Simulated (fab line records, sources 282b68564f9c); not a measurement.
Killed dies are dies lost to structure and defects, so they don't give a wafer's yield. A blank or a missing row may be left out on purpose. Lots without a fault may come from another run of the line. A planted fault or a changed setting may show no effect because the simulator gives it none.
Which tool did it? | flow rit_cmos | 7 lots, 21 wafers sampled, at 2 steps of a route of 202

WHAT THE GAUGES READ, wafer by wafer
RIT_CONTACT_THK_MEAS_01.
lot  | measured    | on            | CONTACT_TEOS_THK (nm)
L293 | day 3 11:13 | film_metro-04 | 786 803 799
L301 | day 5 00:38 | film_metro-02 | 394 400 399
L305 | day 5 20:51 | film_metro-04 | 393 396 399
L307 | day 6 08:23 | film_metro-04 | 391 391 396
L309 | day 6 16:14 | film_metro-04 | 396 401 400
L313 | day 7 12:11 | film_metro-02 | 392 391 399
L315 | day 7 22:04 | film_metro-03 | 389 401 394

WHICH TOOL RAN EACH LOT (tool, then ch and the chambers of the sampled wafers, then the start)
lot  | RIT_CONTACT_CVD_00
L293 | pecvd-02 ch 0,1,2, day 3 10:56
L301 | pecvd-03 ch 1,2, day 5 00:35
L305 | pecvd-02 ch 0,2, day 5 20:46
L307 | pecvd-03 ch 1,2, day 6 08:20
L309 | pecvd-04 ch 0,1,2, day 6 16:11
L313 | pecvd-03 ch 0,1,2, day 7 12:08
L315 | pecvd-04 ch 0,1,2, day 7 22:01
- RIT_CONTACT_CVD_00: deposits SiO2 from TEOS, target thk 400 nm, time 61 s.

THE ANSWER, worked out from the rows above alone
Rule: what is usual is taken from the lots themselves. Put in order of their means at a reading, lots are off if they are a third of the lots or fewer, leave a main group of 4 or more, and stand apart from it by a gap of 3 or more times the standard deviation of the main group's means; of several such gaps the widest counts. A main group whose means are all the same, to the digits that the tables above print for the reading, isn't used. A lot without any number at a reading at which 4 lots or more have one is off too. The other lots that the step has rows for count as sound.
Off: L293, at RIT_CONTACT_THK_MEAS_01 (CONTACT_TEOS_THK). The main group: mean 396 nm, standard deviation 2.2.
A tool fits if, at a process step before that reading, it ran every lot that is off, and no sound lot after the first of them. The gauges at RIT_CONTACT_THK_MEAS_01 are tried like those tools. None of those tried fits.

WHAT THE SIMULATOR HAD PUT IN
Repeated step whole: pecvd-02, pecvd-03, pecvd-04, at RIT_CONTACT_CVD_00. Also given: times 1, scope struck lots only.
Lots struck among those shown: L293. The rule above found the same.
